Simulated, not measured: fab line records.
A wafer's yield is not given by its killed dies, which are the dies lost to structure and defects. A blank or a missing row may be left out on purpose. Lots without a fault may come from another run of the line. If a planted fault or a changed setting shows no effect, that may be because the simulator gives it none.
fab line records :: flow rit-cmos
record:
  lots: 13
  wafers: 39
  last-day: 7
route steps=202 shown CONTACT@168 M1@202
lots with no fault: from the same line, run without faults
start-h: hours from the record's opening day to when the first of the lot's shown wafers began :: wait-h: hours from the lot's prior step to this one :: " the same as in the row above :: L1.1+2: a row that stands for several wafers :: - no value, or no start given :: * or withheld: withheld :: < > ~ a bound
route shown NAME@n: a module of which the file shows steps, and the number in the route of the first :: usual: average and standard deviation across the fault-free wafers :: same: alike in all rows :: chamber/n: place in a boat :: sites: each site's reading :: _std_site: how widely they spread, as a standard deviation :: _edge_site: the outer-site mean with the inner-site mean subtracted :: radius-mm: how far each site lies from the wafer's centre :: mask NAME#n: copy n :: behind: tool/chamber where the wafer was last shaped :: hold: what put the lot on hold/how long, in hours/how the hold closed :: device: which transistor (n, p or np) failed to switch :: end of line: the same wafers' tests at the end of the route :: step lacking rows: just its recipe :: killed: dies that structure and defects cost at the first sort, which is not the same as the wafer's yield :: map: dies across one wafer; x = killed, . = not, _ = none there
set.NAME: the setting the step ran with; set.NAME@STEP: the setting that earlier step ran with :: model.NAME: the simulator's own value behind a step, which no gauge read
steps of the route over a sample of lots; a table a step, a row a wafer
services: a tool's chamber out of use, with start hour (start-h, from the record's first day; less than 0 if before it), hours out, and reason
== steps ==
step: RIT_CONTACT_CVD_00
recipe:
  material: SiO2
  target-thk-nm: 400
  precursor: TEOS
  temp-c: 390
  time-s: 61
  rf-w: 400
usual:
  heater-power-w: 313/50
lot.wafer: L649.2
tool: pecvd-02
chamber: 2
start-h: 65.45
wait-h: 0.0
heater-power-w: 274

lot.wafer: L649.4
tool: pecvd-02
chamber: 1
start-h: 65.45
wait-h: 0.0
heater-power-w: 307

lot.wafer: L649.6
tool: pecvd-02
chamber: 0
start-h: 65.45
wait-h: 0.0
heater-power-w: 313

lot.wafer: L651.3
tool: pecvd-03
chamber: 2
start-h: 68.63
wait-h: 0.0
heater-power-w: 278

lot.wafer: L651.4
tool: pecvd-03
chamber: 1
start-h: 68.63
wait-h: 0.0
heater-power-w: 357

lot.wafer: L651.6
tool: pecvd-03
chamber: 2
start-h: 68.63
wait-h: 0.0
heater-power-w: 299

lot.wafer: L652.1
tool: pecvd-02
chamber: 1
start-h: 73.29
wait-h: 0.1
heater-power-w: 316

lot.wafer: L652.2
tool: pecvd-02
chamber: 2
start-h: 73.29
wait-h: 0.1
heater-power-w: 350

lot.wafer: L652.3
tool: pecvd-02
chamber: 0
start-h: 73.29
wait-h: 0.1
heater-power-w: 276

lot.wafer: L655.3
tool: pecvd-02
chamber: 2
start-h: 85.04
wait-h: 0.0
heater-power-w: 311

lot.wafer: L655.4
tool: pecvd-02
chamber: 0
start-h: 85.04
wait-h: 0.0
heater-power-w: 246

lot.wafer: L655.5
tool: pecvd-02
chamber: 2
start-h: 85.04
wait-h: 0.0
heater-power-w: 319

lot.wafer: L656.1
tool: pecvd-01
chamber: 0
start-h: 96.25
wait-h: 0.1
heater-power-w: 248

lot.wafer: L656.2
tool: pecvd-01
chamber: 2
start-h: 96.25
wait-h: 0.1
heater-power-w: 441

lot.wafer: L656.5
tool: pecvd-01
chamber: 2
start-h: 96.25
wait-h: 0.1
heater-power-w: 447

lot.wafer: L658.2
tool: pecvd-03
chamber: 0
start-h: 98.62
wait-h: 0.0
heater-power-w: 219

lot.wafer: L658.3
tool: pecvd-03
chamber: 1
start-h: 98.62
wait-h: 0.0
heater-power-w: 276

lot.wafer: L658.4
tool: pecvd-03
chamber: 0
start-h: 98.62
wait-h: 0.0
heater-power-w: 243

lot.wafer: L657.1
tool: pecvd-02
chamber: 1
start-h: 102.79
wait-h: 0.1
heater-power-w: 252

lot.wafer: L657.3
tool: pecvd-02
chamber: 2
start-h: 102.79
wait-h: 0.1
heater-power-w: 339

lot.wafer: L657.6
tool: pecvd-02
chamber: 2
start-h: 102.79
wait-h: 0.1
heater-power-w: 341

lot.wafer: L661.1
tool: pecvd-02
chamber: 1
start-h: 117.88
wait-h: 0.1
heater-power-w: 311

lot.wafer: L661.3
tool: pecvd-02
chamber: 0
start-h: 117.88
wait-h: 0.1
heater-power-w: 276

lot.wafer: L661.4
tool: pecvd-02
chamber: 1
start-h: 117.88
wait-h: 0.1
heater-power-w: 303

lot.wafer: L663.1
tool: pecvd-03
chamber: 0
start-h: 128.55
wait-h: 0.1
heater-power-w: 270

lot.wafer: L663.3
tool: pecvd-03
chamber: 2
start-h: 128.55
wait-h: 0.1
heater-power-w: 277

lot.wafer: L663.6
tool: pecvd-03
chamber: 1
start-h: 128.55
wait-h: 0.1
heater-power-w: 355

lot.wafer: L667.2
tool: pecvd-02
chamber: 0
start-h: 149.85
wait-h: 0.0
heater-power-w: 334

lot.wafer: L667.3
tool: pecvd-02
chamber: 1
start-h: 149.85
wait-h: 0.0
heater-power-w: 292

lot.wafer: L667.6
tool: pecvd-02
chamber: 1
start-h: 149.85
wait-h: 0.0
heater-power-w: 302

lot.wafer: L668.4
tool: pecvd-01
chamber: 0
start-h: 150.87
wait-h: 0.0
heater-power-w: 321

lot.wafer: L668.5
tool: pecvd-01
chamber: 0
start-h: 150.87
wait-h: 0.0
heater-power-w: 250

lot.wafer: L668.6
tool: pecvd-01
chamber: 2
start-h: 150.87
wait-h: 0.0
heater-power-w: 388

lot.wafer: L670.2
tool: pecvd-02
chamber: 2
start-h: 161.40
wait-h: 0.0
heater-power-w: 335

lot.wafer: L670.5
tool: pecvd-02
chamber: 0
start-h: 161.40
wait-h: 0.0
heater-power-w: 318

lot.wafer: L670.6
tool: pecvd-02
chamber: 1
start-h: 161.40
wait-h: 0.0
heater-power-w: 278

lot.wafer: L671.4
tool: pecvd-01
chamber: 1
start-h: 166.04
wait-h: 0.0
heater-power-w: 291

lot.wafer: L671.5
tool: pecvd-01
chamber: 0
start-h: 166.04
wait-h: 0.0
heater-power-w: 311

lot.wafer: L671.6
tool: pecvd-01
chamber: 2
start-h: 166.04
wait-h: 0.0
heater-power-w: 440
step: RIT_CONTACT_THK_MEAS_01
recipe:
  reads: SiO2_of_CONTACT_CVD_00
usual:
  CONTACT_TEOS_THK: 400/4.8
lot.wafer: L649.2
tool: film-metro-01
chamber: -
start-h: 65.51
wait-h: 0.0
CONTACT_TEOS_THK[nm]: 401

lot.wafer: L649.4
tool: film-metro-01
chamber: -
start-h: 65.51
wait-h: 0.0
CONTACT_TEOS_THK[nm]: 406

lot.wafer: L649.6
tool: film-metro-01
chamber: -
start-h: 65.51
wait-h: 0.0
CONTACT_TEOS_THK[nm]: 405

lot.wafer: L651.3
tool: film-metro-01
chamber: -
start-h: 68.70
wait-h: 0.0
CONTACT_TEOS_THK[nm]: 396

lot.wafer: L651.4
tool: film-metro-01
chamber: -
start-h: 68.70
wait-h: 0.0
CONTACT_TEOS_THK[nm]: 401

lot.wafer: L651.6
tool: film-metro-01
chamber: -
start-h: 68.70
wait-h: 0.0
CONTACT_TEOS_THK[nm]: 401

lot.wafer: L652.1
tool: film-metro-01
chamber: -
start-h: 73.34
wait-h: 0.0
CONTACT_TEOS_THK[nm]: 399

lot.wafer: L652.2
tool: film-metro-01
chamber: -
start-h: 73.34
wait-h: 0.0
CONTACT_TEOS_THK[nm]: 404

lot.wafer: L652.3
tool: film-metro-01
chamber: -
start-h: 73.34
wait-h: 0.0
CONTACT_TEOS_THK[nm]: 404

lot.wafer: L655.3
tool: film-metro-01
chamber: -
start-h: 85.11
wait-h: 0.0
CONTACT_TEOS_THK[nm]: 401

lot.wafer: L655.4
tool: film-metro-01
chamber: -
start-h: 85.11
wait-h: 0.0
CONTACT_TEOS_THK[nm]: 408

lot.wafer: L655.5
tool: film-metro-01
chamber: -
start-h: 85.11
wait-h: 0.0
CONTACT_TEOS_THK[nm]: 406

lot.wafer: L656.1
tool: film-metro-04
chamber: -
start-h: 96.30
wait-h: 0.0
CONTACT_TEOS_THK[nm]: 404

lot.wafer: L656.2
tool: film-metro-04
chamber: -
start-h: 96.30
wait-h: 0.0
CONTACT_TEOS_THK[nm]: 403

lot.wafer: L656.5
tool: film-metro-04
chamber: -
start-h: 96.30
wait-h: 0.0
CONTACT_TEOS_THK[nm]: 408

lot.wafer: L658.2
tool: film-metro-04
chamber: -
start-h: 98.68
wait-h: 0.0
CONTACT_TEOS_THK[nm]: 393

lot.wafer: L658.3
tool: film-metro-04
chamber: -
start-h: 98.68
wait-h: 0.0
CONTACT_TEOS_THK[nm]: 401

lot.wafer: L658.4
tool: film-metro-04
chamber: -
start-h: 98.68
wait-h: 0.0
CONTACT_TEOS_THK[nm]: 402

lot.wafer: L657.1
tool: film-metro-01
chamber: -
start-h: 102.84
wait-h: 0.0
CONTACT_TEOS_THK[nm]: 398

lot.wafer: L657.3
tool: film-metro-01
chamber: -
start-h: 102.84
wait-h: 0.0
CONTACT_TEOS_THK[nm]: 400

lot.wafer: L657.6
tool: film-metro-01
chamber: -
start-h: 102.84
wait-h: 0.0
CONTACT_TEOS_THK[nm]: 403

lot.wafer: L661.1
tool: film-metro-04
chamber: -
start-h: 117.93
wait-h: 0.0
CONTACT_TEOS_THK[nm]: 402

lot.wafer: L661.3
tool: film-metro-04
chamber: -
start-h: 117.93
wait-h: 0.0
CONTACT_TEOS_THK[nm]: 402

lot.wafer: L661.4
tool: film-metro-04
chamber: -
start-h: 117.93
wait-h: 0.0
CONTACT_TEOS_THK[nm]: 405

lot.wafer: L663.1
tool: film-metro-02
chamber: -
start-h: 128.60
wait-h: 0.0
CONTACT_TEOS_THK[nm]: 386

lot.wafer: L663.3
tool: film-metro-02
chamber: -
start-h: 128.60
wait-h: 0.0
CONTACT_TEOS_THK[nm]: 392

lot.wafer: L663.6
tool: film-metro-02
chamber: -
start-h: 128.60
wait-h: 0.0
CONTACT_TEOS_THK[nm]: 772

lot.wafer: L667.2
tool: film-metro-01
chamber: -
start-h: 149.91
wait-h: 0.0
CONTACT_TEOS_THK[nm]: 403

lot.wafer: L667.3
tool: film-metro-01
chamber: -
start-h: 149.91
wait-h: 0.0
CONTACT_TEOS_THK[nm]: 394

lot.wafer: L667.6
tool: film-metro-01
chamber: -
start-h: 149.91
wait-h: 0.0
CONTACT_TEOS_THK[nm]: 402

lot.wafer: L668.4
tool: film-metro-04
chamber: -
start-h: 150.95
wait-h: 0.1
CONTACT_TEOS_THK[nm]: 402

lot.wafer: L668.5
tool: film-metro-04
chamber: -
start-h: 150.95
wait-h: 0.1
CONTACT_TEOS_THK[nm]: 400

lot.wafer: L668.6
tool: film-metro-04
chamber: -
start-h: 150.95
wait-h: 0.1
CONTACT_TEOS_THK[nm]: 404

lot.wafer: L670.2
tool: film-metro-02
chamber: -
start-h: 161.46
wait-h: 0.0
CONTACT_TEOS_THK[nm]: 404

lot.wafer: L670.5
tool: film-metro-02
chamber: -
start-h: 161.46
wait-h: 0.0
CONTACT_TEOS_THK[nm]: 407

lot.wafer: L670.6
tool: film-metro-02
chamber: -
start-h: 161.46
wait-h: 0.0
CONTACT_TEOS_THK[nm]: 404

lot.wafer: L671.4
tool: film-metro-04
chamber: -
start-h: 166.09
wait-h: 0.0
CONTACT_TEOS_THK[nm]: 402

lot.wafer: L671.5
tool: film-metro-04
chamber: -
start-h: 166.09
wait-h: 0.0
CONTACT_TEOS_THK[nm]: 399

lot.wafer: L671.6
tool: film-metro-04
chamber: -
start-h: 166.09
wait-h: 0.0
CONTACT_TEOS_THK[nm]: 399
step: RIT_M1_PROBE_99
usual:
  killed-at-contacts: 0.1/0.23
  killed-at-front-end: 6.6/2.8
  killed-dies: 6.6/2.8
  killed-on-rim: 1.8/1.4
  killed-open: 3.3/2
  killed-short: 3.2/1.7
same:
  gross-dies: 264
  killed_at_M0_to_M3: 0
  killed_at_M4_up: 0
  killed-at-back-side: 0
  killed-at-other: 0
lot.wafer: L658.2
tool: prober-02
chamber: -
start-h: 105.06
wait-h: 0.1
killed-at-contacts: 0
killed-at-front-end: 6
killed-dies: 6
killed-on-rim: 1
killed-open: 3
killed-short: 3

lot.wafer: L658.3
tool: prober-02
chamber: -
start-h: 105.11
wait-h: 0.2
killed-at-contacts: 0
killed-at-front-end: 10
killed-dies: 10
killed-on-rim: 2
killed-open: 4
killed-short: 6

lot.wafer: L658.4
tool: prober-02
chamber: -
start-h: 105.16
wait-h: 0.2
killed-at-contacts: 0
killed-at-front-end: 7
killed-dies: 7
killed-on-rim: 2
killed-open: 3
killed-short: 4

lot.wafer: L661.3
tool: prober-02
chamber: -
start-h: 124.74
wait-h: 0.2
killed-at-contacts: 0
killed-at-front-end: 6
killed-dies: 6
killed-on-rim: 1
killed-open: 2
killed-short: 4

lot.wafer: L663.1
tool: prober-02
chamber: -
start-h: 135.30
wait-h: 0.1
killed-at-contacts: 0
killed-at-front-end: 7
killed-dies: 7
killed-on-rim: 3
killed-open: 3
killed-short: 4

lot.wafer: L663.3
tool: prober-02
chamber: -
start-h: 135.40
wait-h: 0.2
killed-at-contacts: 1
killed-at-front-end: 3
killed-dies: 4
killed-on-rim: 1
killed-open: 3
killed-short: 1

lot.wafer: L663.6
tool: prober-02
chamber: -
start-h: 135.55
wait-h: 0.2
killed-at-contacts: 253
killed-at-front-end: 11
killed-dies: 264
killed-on-rim: 70
killed-open: 7
killed-short: 4
killed by level:class
L658.2 GATE:geometric-particle:short=3 GATE:geometric-particle:open=2 SPACER:geometric-particle:open=1
L658.3 GATE:geometric-particle:short=3 REOX:geometric-particle:open=2 SPACER:geometric-particle:open=2 REOX:geometric-particle:short=1 SPACER:geometric-particle:short=1 SILICIDE:geometric-particle:short=1
L658.4 GATE:geometric-particle:short=2 REOX:geometric-particle:open=2 FOX1:geometric-particle:short=1 GATE:geometric-particle:open=1 REOX:geometric-particle:short=1
L661.3 FOX1:geometric-particle:open=1 FOX1:geometric-particle:short=1 GATE:geometric-particle:short=1 REOX:geometric-particle:short=1 SILICIDE:geometric-particle:short=1 SILICIDE:geometric-particle:open=1
L663.1 GATE:geometric-particle:open=3 FOX1:geometric-particle:short=2 REOX:geometric-particle:short=2
L663.3 FOX2:geometric-particle:open=1 GATE:geometric-particle:open=1 REOX:geometric-particle:short=1 CONTACT:geometric-particle:open=1
L663.6 CONTACT:area-etch=253 GATE:geometric-particle:short=4 GATE:geometric-particle:open=4 FOX2:geometric-particle:open=2 FOX1:geometric-particle:open=1
== services ==
tool: pecvd-03
chamber: -
start-h: 85.27
hours: 1.0
kind: repair

tool: pecvd-01
chamber: -
start-h: 89.32
hours: 6.0
kind: pm

tool: pecvd-01
chamber: 0
start-h: 99.99
hours: 13.7
kind: repair

tool: pecvd-01
chamber: 1
start-h: 136.30
hours: 19.4
kind: repair
== key ==
first-sign:
  step: RIT_CONTACT_THK_MEAS_01
  reading: CONTACT_TEOS_THK
  direction: up
  sigmas: 77
  usual: 400
  struck: 772
effect:
  step: RIT_M1_PROBE_99
  reading: killed-at-contacts
  direction: up
  sigmas: 99+
  usual: 0.1
  struck: 253
more-kills-born-at:
  RIT_CONTACT_ETCH_11@rie-diel-01: 253
met-at RIT_CONTACT_CVD_00
struck-lots L663
struck-wafers L663.6
later-rows-left-out L663.6
tester-left-out L663
onset-between 98.62 128.55
fault:
  kind: process-parameter-drift
  tool: pecvd-03
  chamber: 1
  onset-h: 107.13
  steps: RIT_CONTACT_CVD_00
  channel: target-thk-nm
  offset: 365.31
  shape: step
  end-h: 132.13
  stated: 400
tester-left-out: of these lots the tester's yield and bins aren't shown, on N5 and GAA mostly nor the transistor test; their killed dies are dies lost to structure and defects alone, not to doping, threshold or leakage, so they don't give the yield
later-rows-left-out: the simulator's readings of these wafers behind a module that went badly wrong aren't trusted and aren't shown, but for the sort
